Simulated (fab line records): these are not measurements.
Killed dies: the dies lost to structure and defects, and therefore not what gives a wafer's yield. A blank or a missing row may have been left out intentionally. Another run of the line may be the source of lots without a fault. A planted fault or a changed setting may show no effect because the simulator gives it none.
The tool behind it: which one? :: flow ritCmos :: 15 lots, 45 wafers sampled, at 2 steps of a route of 202

WHAT THE GAUGES SHOWED, per wafer
RIT_PWELL_OVL_MEAS_06.
lot: L303
measured: day 2 03:58
on: overlay-02
PWELL_OVL (nm): -1.0 0.3 -1.9

lot: L306
measured: day 2 16:11
on: overlay-02
PWELL_OVL (nm): 1.4 1.2 1.6

lot: L308
measured: day 3 00:03
on: overlay-02
PWELL_OVL (nm): 3.7 4.9 3.4

lot: L309
measured: day 3 06:11
on: overlay-02
PWELL_OVL (nm): - - -

lot: L310
measured: day 3 10:53
on: overlay-02
PWELL_OVL (nm): - - -

lot: L311
measured: day 3 15:52
on: overlay-02
PWELL_OVL (nm): - - -

lot: L316
measured: day 4 17:05
on: overlay-02
PWELL_OVL (nm): 0.2 0.9 0.8

lot: L317
measured: day 4 21:55
on: overlay-01
PWELL_OVL (nm): 1.9 0.4 -0.6

lot: L318
measured: day 5 03:16
on: overlay-02
PWELL_OVL (nm): 1.6 3.2 0.9

lot: L320
measured: day 5 10:58
on: overlay-02
PWELL_OVL (nm): 1.0 1.4 2.1

lot: L321
measured: day 5 16:04
on: overlay-02
PWELL_OVL (nm): 0.6 1.7 0.2

lot: L322
measured: day 5 21:35
on: overlay-02
PWELL_OVL (nm): -0.9 2.1 0.3

lot: L324
measured: day 6 07:41
on: overlay-02
PWELL_OVL (nm): 0.7 0.7 0.8

lot: L325
measured: day 6 12:16
on: overlay-01
PWELL_OVL (nm): 0.7 0.5 0.5

lot: L326
measured: day 6 16:56
on: overlay-02
PWELL_OVL (nm): 0.8 -1.5 -2.0

TOOL THAT RAN EACH LOT (tool first, then ch and the chambers of the sampled wafers, then the start)
lot: L303
RIT_PWELL_COAT_01: lithoTrack-02 ch 0, day 2 03:01

lot: L306
RIT_PWELL_COAT_01: lithoTrack-04 ch 0, day 2 15:24

lot: L308
RIT_PWELL_COAT_01: lithoTrack-01 ch 0, day 2 23:10

lot: L309
RIT_PWELL_COAT_01: lithoTrack-04, day 3 05:22

lot: L310
RIT_PWELL_COAT_01: lithoTrack-02, day 3 10:03

lot: L311
RIT_PWELL_COAT_01: lithoTrack-01, day 3 15:10

lot: L316
RIT_PWELL_COAT_01: lithoTrack-01 ch 0, day 4 16:22

lot: L317
RIT_PWELL_COAT_01: lithoTrack-01 ch 0, day 4 21:13

lot: L318
RIT_PWELL_COAT_01: lithoTrack-02 ch 0, day 5 02:25

lot: L320
RIT_PWELL_COAT_01: lithoTrack-02 ch 0, day 5 10:14

lot: L321
RIT_PWELL_COAT_01: lithoTrack-02 ch 0, day 5 15:20

lot: L322
RIT_PWELL_COAT_01: lithoTrack-02 ch 0, day 5 20:45

lot: L324
RIT_PWELL_COAT_01: lithoTrack-02 ch 0, day 6 06:58

lot: L325
RIT_PWELL_COAT_01: lithoTrack-01 ch 0, day 6 11:32

lot: L326
RIT_PWELL_COAT_01: lithoTrack-01 ch 0, day 6 16:02
- RIT_PWELL_COAT_01: resist thk 1300 nm.

WHAT THE TOOLS THEMSELVES READ (means of the sampled wafers that have a number; where no wafer has one, the mark that the record gives instead)
RIT_PWELL_COAT_01.
lot: L303
tool: lithoTrack-02
chillPlateTempC (C): 23.05
dispensePressureKPa (kPa): 48.6

lot: L306
tool: lithoTrack-04
chillPlateTempC (C): 22.95
dispensePressureKPa (kPa): 52.9

lot: L308
tool: lithoTrack-01
chillPlateTempC (C): 23.10
dispensePressureKPa (kPa): 49.5

lot: L309
tool: lithoTrack-04
chillPlateTempC (C): -
dispensePressureKPa (kPa): -

lot: L310
tool: lithoTrack-02
chillPlateTempC (C): -
dispensePressureKPa (kPa): -

lot: L311
tool: lithoTrack-01
chillPlateTempC (C): -
dispensePressureKPa (kPa): -

lot: L316
tool: lithoTrack-01
chillPlateTempC (C): 22.99
dispensePressureKPa (kPa): 49.4

lot: L317
tool: lithoTrack-01
chillPlateTempC (C): 23.09
dispensePressureKPa (kPa): 49.5

lot: L318
tool: lithoTrack-02
chillPlateTempC (C): 22.89
dispensePressureKPa (kPa): 48.6

lot: L320
tool: lithoTrack-02
chillPlateTempC (C): 23.00
dispensePressureKPa (kPa): 48.6

lot: L321
tool: lithoTrack-02
chillPlateTempC (C): 22.99
dispensePressureKPa (kPa): 48.6

lot: L322
tool: lithoTrack-02
chillPlateTempC (C): 23.10
dispensePressureKPa (kPa): 48.6

lot: L324
tool: lithoTrack-02
chillPlateTempC (C): 23.07
dispensePressureKPa (kPa): 48.6

lot: L325
tool: lithoTrack-01
chillPlateTempC (C): 23.09
dispensePressureKPa (kPa): 49.4

lot: L326
tool: lithoTrack-01
chillPlateTempC (C): 22.99
dispensePressureKPa (kPa): 49.5

THE ANSWER, worked out from the rows above alone
Rule: the usual values come from the lots themselves. Put in order of their means at a reading, lots are off if they are a third of the lots or fewer, leave a main group of 4 or more, and stand apart from it by a gap of 3 or more times the standard deviation of the main group's means; of several such gaps the widest counts. If all means in a main group match to the digits the tables above print for the reading, that group is not used. A lot without any number at a reading at which 4 lots or more have one is off too. Where the step has rows for the other lots, those lots are counted as sound. The gauges are gone through in route order, then the tools' own readings, and for those a lot's mean is taken as printed above. At the first step where some lot is off, the reading lying furthest off is the one used; lots without a number count as furthest.
Off: L309, L310, L311, at RIT_PWELL_OVL_MEAS_06 (PWELL_OVL). Without a number there: L309, L310, L311. The main group: mean 0.9 nm, standard deviation 1.2.
If a tool, at a process step before that reading, ran all the lots that are off and no sound lot after the first of them, it fits. The gauges at RIT_PWELL_OVL_MEAS_06 aren't tried: what is off there is off at RIT_PWELL_COAT_01 too, on other tools, and a gauge's error can't cause that. No candidate that was tried fits.

WHAT THE SIMULATOR HAD PUT IN
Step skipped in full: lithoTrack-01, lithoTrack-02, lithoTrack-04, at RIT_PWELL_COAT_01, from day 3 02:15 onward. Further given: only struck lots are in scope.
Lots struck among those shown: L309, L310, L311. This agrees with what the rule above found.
